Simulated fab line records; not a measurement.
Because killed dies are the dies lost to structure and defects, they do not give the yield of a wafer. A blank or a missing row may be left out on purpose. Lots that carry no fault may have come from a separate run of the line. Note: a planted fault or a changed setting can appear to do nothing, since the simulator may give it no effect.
fab line records	flow ritCmos
record lots=13	wafers=39	lastDay=7
route steps=202 shown ACTIVE@1 GATE@96 NSD@134 PSD@152 CONTACT@168
lots that met no fault: taken from a fault-free run of the same line
startH: start of the lot's first displayed wafer, in hours after the record's first day	waitH: hours since the lot's step before	" unchanged from the row above	L1.1+2: a row that stands for several wafers	- no value, or no start given	* or withheld: withheld	< > ~ a bound
route shown NAME@n: NAME is a module with steps in the file, n the number in the route of the first one	usual: mean/standard deviation taken from wafers without a fault	same: alike in all rows	chamber/n: place in a boat	sites: readings site by site	_std_site: the standard deviation of these	_edge_site: mean of outer sites minus mean of inner sites	radiusMm: for every site, how far away it sits from the centre of the wafer	mask NAME#n: copy n	behind: the tool/chamber that last shaped the wafer	hold: why the lot was held/for how many hours/how that ended	device: names the non-switching transistor (n, p or np)	end of line: tests of these same wafers at the route's end	step lacking rows: just its recipe	killed: at the first sort, the dies lost to defects and structure; wafer yield is something else	map: the dies of a wafer, with x for killed, . for not killed, _ for no die there
set.NAME: the setting that was run; set.NAME@STEP: the one run at that earlier step	model.NAME: the simulator's own value behind a step, which no gauge read
route steps across a sampled set of lots; one table per step, one row per wafer
services: the hour from which a tool's chamber was out of use, counted from the record's first day as startH (under 0 if before that day), plus the number of hours and why
## steps
# step RIT_ACTIVE_BOW_MEAS_00
# recipe mode=bow
# usual INCOMING_BOW=0/6.2
lot.wafer	tool	chamber	startH	waitH	INCOMING_BOW[um]
L628.1	filmMetro-03	-	15.00	-	5
L628.2	"	-	"	"	2
L628.4	"	-	"	"	-3
L630.1	filmMetro-01	-	25.00	-	4
L630.4	"	-	"	"	-5
L630.6	"	-	"	"	6
L632.1	filmMetro-03	-	35.00	-	2
L632.2	"	-	"	"	7
L632.5	"	-	"	"	-5
L633.1	filmMetro-03	-	40.00	-	-1
L633.3	"	-	"	"	-4
L633.5	"	-	"	"	10
L634.2	filmMetro-03	-	45.02	-	7
L634.5	"	-	"	"	-5
L634.6	"	-	"	"	-1
L635.1	filmMetro-02	-	50.00	-	-3
L635.4	"	-	"	"	7
L635.5	"	-	"	"	-4
L639.2	filmMetro-02	-	70.02	-	-6
L639.5	"	-	"	"	-14
L639.6	"	-	"	"	-14
L643.2	filmMetro-02	-	90.02	-	-4
L643.3	"	-	"	"	-2
L643.5	"	-	"	"	-1
L644.3	filmMetro-01	-	95.04	-	8
L644.4	"	-	"	"	0
L644.5	"	-	"	"	-1
L645.1	filmMetro-01	-	100.00	-	18
L645.2	"	-	"	"	1
L645.3	"	-	"	"	3
L647.2	filmMetro-03	-	110.02	-	-13
L647.3	"	-	"	"	4
L647.5	"	-	"	"	-1
L648.1	filmMetro-01	-	115.00	-	-1
L648.4	"	-	"	"	10
L648.5	"	-	"	"	5
L649.2	filmMetro-01	-	120.02	-	8
L649.3	"	-	"	"	-6
L649.6	"	-	"	"	-4
# step RIT_GATE_STRIP_20
# recipe chemistry=O2	timeS=180	resist=NOVOLAK	platenTempC=withheld	powerW=500	pressureMtorr=4000	o2FlowSccm=4000
# usual drypumpMotorCurrentA=5.4/0.44
lot.wafer	tool	chamber	startH	waitH	drypumpMotorCurrentA	rfHoursCounterH
L628.1	plasmaAsher-02	1	41.60	0.1	5.7	40
L628.2	"	0	"	"	5.3	40
L628.4	"	1	"	"	5.7	-
L630.1	plasmaAsher-02	1	53.72	0.1	5.7	41
L630.4	"	0	"	"	5.3	-
L630.6	"	0	"	"	5.3	-
L632.1	plasmaAsher-01	0	65.70	0.1	4.8	27
L632.2	"	1	"	"	5.9	27
L632.5	"	0	"	"	4.8	-
L633.1	plasmaAsher-01	0	67.39	0.1	4.8	28
L633.3	"	0	"	"	4.8	-
L633.5	"	1	"	"	5.9	-
L634.2	plasmaAsher-02	0	73.12	0.1	5.3	44
L634.5	"	0	"	"	5.3	-
L634.6	"	1	"	"	5.7	-
L635.1	plasmaAsher-02	1	79.49	0.1	5.7	44
L635.4	"	1	"	"	5.8	-
L635.5	"	1	"	"	5.7	-
L639.2	plasmaAsher-01	0	98.04	0.1	4.8	29
L639.5	"	0	"	"	4.8	-
L639.6	"	1	"	"	5.9	-
L643.2	plasmaAsher-02	1	116.47	0.1	5.7	49
L643.3	"	0	"	"	5.3	-
L643.5	"	0	"	"	5.3	-
L644.3	plasmaAsher-02	0	121.02	0.1	5.3	-
L644.4	"	1	"	"	5.7	-
L644.5	"	1	"	"	5.7	-
L645.1	plasmaAsher-03	1	131.74	0.1	5.7	51
L645.2	"	0	"	"	4.8	51
L645.3	"	1	"	"	5.7	-
L647.2	plasmaAsher-01	0	136.74	0.1	4.8	34
L647.3	"	1	"	"	5.9	-
L647.5	"	0	"	"	4.8	-
L648.1	plasmaAsher-03	0	142.43	0.1	4.8	52
L648.4	"	1	"	"	5.7	-
L648.5	"	0	"	"	4.8	-
L649.2	plasmaAsher-02	0	146.74	0.1	5.3	52
L649.3	"	0	"	"	5.3	-
L649.6	"	0	"	"	5.3	-
# step RIT_NSD_EXPOSE_03
# recipe maskId=M9	na=0.57	targetCdNm=40700	doseMj=250
# usual focusOffsetNm=0.1/0.52
lot.wafer	tool	chamber	startH	waitH	mask	focusOffsetNm
L628.1	ilineStepper-01	0	52.49	0.2	M9#0	0.0
L628.2	"	0	"	"	M9#0	0.3
L628.4	"	0	"	"	M9#0	0.2
L630.1	ilineStepper-01	0	63.37	0.3	M9#0	-0.7
L630.4	"	0	"	"	M9#0	0.0
L630.6	"	0	"	"	M9#0	-0.5
L632.1	ilineStepper-01	0	75.05	0.2	M9#0	0.3
L632.2	"	0	"	"	M9#0	0.2
L632.5	"	0	"	"	M9#0	0.2
L633.1	ilineStepper-01	0	78.26	0.1	M9#0	-0.1
L633.3	"	0	"	"	M9#0	-0.1
L633.5	"	0	"	"	M9#0	0.6
L634.2	ilineStepper-01	0	82.32	0.1	M10#0	0.9
L634.5	"	0	"	"	M10#0	0.6
L634.6	"	0	"	"	M10#0	0.5
L635.1	ilineStepper-01	0	88.73	0.1	M9#0	-0.3
L635.4	"	0	"	"	M9#0	-0.5
L635.5	"	0	"	"	M9#0	-0.1
L639.2	ilineStepper-02	0	109.53	0.2	M9#0	-0.4
L639.5	"	0	"	"	M9#0	0.6
L639.6	"	0	"	"	M9#0	0.0
L643.2	ilineStepper-01	0	125.86	0.1	M9#0	-0.2
L643.3	"	0	"	"	M9#0	-0.2
L643.5	"	0	"	"	M9#0	-0.2
L644.3	ilineStepper-01	0	130.62	0.1	M9#0	0.2
L644.4	"	0	"	"	M9#0	-0.4
L644.5	"	0	"	"	M9#0	0.2
L645.1	ilineStepper-01	0	142.07	0.1	M9#0	-0.8
L645.2	"	0	"	"	M9#0	0.0
L645.3	"	0	"	"	M9#0	-0.8
L647.2	ilineStepper-01	0	145.86	0.1	M9#0	0.2
L647.3	"	0	"	"	M9#0	-0.3
L647.5	"	0	"	"	M9#0	0.4
L648.1	ilineStepper-02	0	151.98	0.2	M9#0	0.3
L648.4	"	0	"	"	M9#0	-0.6
L648.5	"	0	"	"	M9#0	-0.5
L649.2	ilineStepper-01	0	157.67	0.2	M9#0	0.7
L649.3	"	0	"	"	M9#0	0.2
L649.6	"	0	"	"	M9#0	0.4
# step RIT_NSD_OVL_MEAS_06
# usual NSD_OVL=0.1/1.3
lot.wafer	tool	chamber	startH	waitH	NSD_OVL[nm]
L628.1	overlay-01	-	52.89	-	1.0
L628.2	"	-	"	"	0.7
L628.4	"	-	"	"	-0.5
L630.1	overlay-02	-	63.77	-	0.3
L630.4	"	-	"	"	-0.2
L630.6	"	-	"	"	0.1
L632.1	overlay-02	-	75.45	-	0.1
L632.2	"	-	"	"	0.7
L632.5	"	-	"	"	0.6
L633.1	overlay-01	-	78.66	-	0.6
L633.3	"	-	"	"	-2.7
L633.5	"	-	"	"	1.7
L634.2	overlay-01	-	82.71	-	-
L634.5	"	-	"	"	-
L634.6	"	-	"	"	-
L635.1	overlay-01	-	89.13	-	-1.7
L635.4	"	-	"	"	-1.9
L635.5	"	-	"	"	-0.8
L639.2	overlay-01	-	109.91	-	-0.1
L639.5	"	-	"	"	-0.9
L639.6	"	-	"	"	2.2
L643.2	overlay-02	-	126.35	-	0.3
L643.3	"	-	"	"	1.3
L643.5	"	-	"	"	0.2
L644.3	overlay-02	-	130.99	-	-2.2
L644.4	"	-	"	"	-1.9
L644.5	"	-	"	"	0.0
L645.1	overlay-01	-	142.47	-	1.7
L645.2	"	-	"	"	2.6
L645.3	"	-	"	"	1.5
L647.2	overlay-02	-	146.25	-	-0.9
L647.3	"	-	"	"	-0.4
L647.5	"	-	"	"	0.2
L648.1	overlay-01	-	152.38	-	0.1
L648.4	"	-	"	"	1.1
L648.5	"	-	"	"	0.7
L649.2	overlay-02	-	158.05	-	0.1
L649.3	"	-	"	"	-1.3
L649.6	"	-	"	"	0.5
# step RIT_NSD_TW_MEAS_10
# usual NSD_TW=3102/30
lot.wafer	tool	chamber	startH	waitH	NSD_TW
L628.1	filmMetro-02	-	53.40	0.1	3099
L628.2	"	-	"	"	3083
L628.4	"	-	"	"	3081
L630.1	filmMetro-01	-	64.28	0.1	3113
L630.4	"	-	"	"	3127
L630.6	"	-	"	"	3123
L632.1	filmMetro-01	-	75.96	0.1	3144
L632.2	"	-	"	"	3144
L632.5	"	-	"	"	3134
L633.1	filmMetro-01	-	79.18	0.1	3143
L633.3	"	-	"	"	3157
L633.5	"	-	"	"	3145
L634.2	filmMetro-01	-	83.22	0.1	30
L634.5	"	-	"	"	30
L634.6	"	-	"	"	30
L635.1	filmMetro-03	-	89.64	0.1	3105
L635.4	"	-	"	"	3103
L635.5	"	-	"	"	3110
L639.2	filmMetro-01	-	110.43	0.1	3127
L639.5	"	-	"	"	3155
L639.6	"	-	"	"	3137
L643.2	filmMetro-02	-	126.93	0.1	3088
L643.3	"	-	"	"	3084
L643.5	"	-	"	"	3094
L644.3	filmMetro-02	-	131.51	0.1	3096
L644.4	"	-	"	"	3081
L644.5	"	-	"	"	3099
L645.1	filmMetro-01	-	142.98	0.1	3123
L645.2	"	-	"	"	3119
L645.3	"	-	"	"	3119
L647.2	filmMetro-02	-	146.76	0.1	3070
L647.3	"	-	"	"	3079
L647.5	"	-	"	"	3076
L648.1	filmMetro-02	-	152.89	0.1	3086
L648.4	"	-	"	"	3082
L648.5	"	-	"	"	3090
L649.2	filmMetro-03	-	158.57	0.1	3076
L649.3	"	-	"	"	3081
L649.6	"	-	"	"	3073
# step RIT_PSD_TW_MEAS_10
# usual PSD_TW=3397/28
lot.wafer	tool	chamber	startH	waitH	PSD_TW
L628.1	filmMetro-01	-	54.82	0.1	3432
L628.2	"	-	"	"	3445
L628.4	"	-	"	"	3438
L630.1	filmMetro-02	-	65.70	0.1	3393
L630.4	"	-	"	"	3380
L630.6	"	-	"	"	3395
L632.1	filmMetro-01	-	77.51	0.1	3436
L632.2	"	-	"	"	3447
L632.5	"	-	"	"	3438
L633.1	filmMetro-01	-	80.60	0.1	3441
L633.3	"	-	"	"	3464
L633.5	"	-	"	"	3467
L634.2	filmMetro-03	-	84.77	0.1	3610
L634.5	"	-	"	"	3620
L634.6	"	-	"	"	3598
L635.1	filmMetro-02	-	91.19	0.1	3393
L635.4	"	-	"	"	3390
L635.5	"	-	"	"	3395
L639.2	filmMetro-03	-	111.98	0.1	3349
L639.5	"	-	"	"	3357
L639.6	"	-	"	"	3367
L643.2	filmMetro-03	-	128.42	0.1	3405
L643.3	"	-	"	"	3420
L643.5	"	-	"	"	3407
L644.3	filmMetro-03	-	132.93	0.1	3368
L644.4	"	-	"	"	3391
L644.5	"	-	"	"	3385
L645.1	filmMetro-02	-	144.63	0.1	3411
L645.2	"	-	"	"	3382
L645.3	"	-	"	"	3395
L647.2	filmMetro-02	-	148.31	0.1	3377
L647.3	"	-	"	"	3392
L647.5	"	-	"	"	3384
L648.1	filmMetro-03	-	154.32	0.1	3367
L648.4	"	-	"	"	3373
L648.5	"	-	"	"	3375
L649.2	filmMetro-02	-	159.99	0.1	3394
L649.3	"	-	"	"	3384
L649.6	"	-	"	"	3391
# step RIT_CONTACT_CVD_00
# recipe material=SiO2	targetThkNm=400	precursor=TEOS	tempC=390	timeS=61	rfW=400
# usual heaterPowerW=284/38
lot.wafer	tool	chamber	startH	waitH	heaterPowerW
L628.1	pecvd-03	1	56.32	0.1	324
L628.2	"	2	"	"	228
L628.4	"	2	"	"	237
L630.1	pecvd-01	1	67.20	0.1	274
L630.4	"	0	"	"	323
L630.6	"	1	"	"	281
L632.1	pecvd-04	1	79.06	0.1	270
L632.2	"	0	"	"	304
L632.5	"	1	"	"	287
L633.1	pecvd-01	1	82.26	0.1	281
L633.3	"	2	"	"	303
L633.5	"	0	"	"	277
L634.2	pecvd-03	1	86.37	0.0	324
L634.5	"	1	"	"	333
L634.6	"	0	"	"	297
L635.1	pecvd-04	0	92.71	0.1	315
L635.4	"	1	"	"	327
L635.5	"	0	"	"	313
L639.2	pecvd-01	2	113.48	0.0	242
L639.5	"	0	"	"	306
L639.6	"	1	"	"	257
L643.2	pecvd-03	2	129.89	0.0	192
L643.3	"	0	"	"	265
L643.5	"	0	"	"	288
L644.3	pecvd-04	0	134.43	0.0	224
L644.4	"	0	"	"	253
L644.5	"	1	"	"	327
L645.1	pecvd-01	2	146.13	0.1	246
L645.2	"	0	"	"	313
L645.3	"	1	"	"	281
L647.2	pecvd-01	1	149.78	0.0	282
L647.3	"	2	"	"	273
L647.5	"	0	"	"	335
L648.1	pecvd-04	0	155.82	0.1	273
L648.4	"	1	"	"	283
L648.5	"	2	"	"	278
L649.2	pecvd-03	2	161.55	0.0	238
L649.3	"	2	"	"	249
L649.6	"	1	"	"	283
## services
tool	chamber	startH	hours	kind
pecvd-04	1	23.46	13.8	repair
pecvd-01	-	58.50	1.1	repair
plasmaAsher-01	-	70.32	15.6	pm
pecvd-04	-	83.38	1.6	repair
ilineStepper-01	-	92.55	2.1	pm
ilineStepper-01	-	94.64	-	consumableReplace:lamp
ilineStepper-01	-	95.12	1.7	pm
ilineStepper-01	0	95.21	-	calibration
plasmaAsher-02	-	122.05	2.1	repair
pecvd-03	1	122.06	20.6	repair
ilineStepper-02	-	134.84	8.9	pm
pecvd-04	-	149.19	1.7	repair
ilineStepper-02	0	153.96	-	calibration
pecvd-03	0	158.79	6.6	repair
## key
firstSign step=RIT_NSD_EXPOSE_03	reading=mask	direction=changed
effect step=RIT_NSD_OVL_MEAS_06	reading=NSD_OVL	direction=missing
effect step=RIT_NSD_TW_MEAS_10	reading=NSD_TW	direction=down	sigmas=99+	usual=3102	struck=30
effect step=RIT_PSD_TW_MEAS_10	reading=PSD_TW	direction=up	sigmas=7.6	usual=3397	struck=3609
metAt RIT_NSD_EXPOSE_03
struckLots L634
sortLeftOut L634.2,L634.5,L634.6
testerLeftOut L634
notActingAt RIT_ACTIVE_BOW_MEAS_00,RIT_GATE_STRIP_20,RIT_CONTACT_CVD_00
onsetBetween 78.26 82.32
fault kind=wrongMask	tool=any	chamber=-	onsetH=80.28	steps=RIT_NSD_EXPOSE_03	auxCopy=M10#0	scope=struckLotsOnly
# testerLeftOut: of these lots the tester's yield and bins aren't shown, on N5 and GAA mostly nor the transistor test; their killed dies are dies lost to structure and defects alone, not to doping, threshold or leakage, so they don't give the yield
# sortLeftOut: the simulated sort isn't trusted on such a fault, so these wafers' sort isn't shown, and their yield isn't known
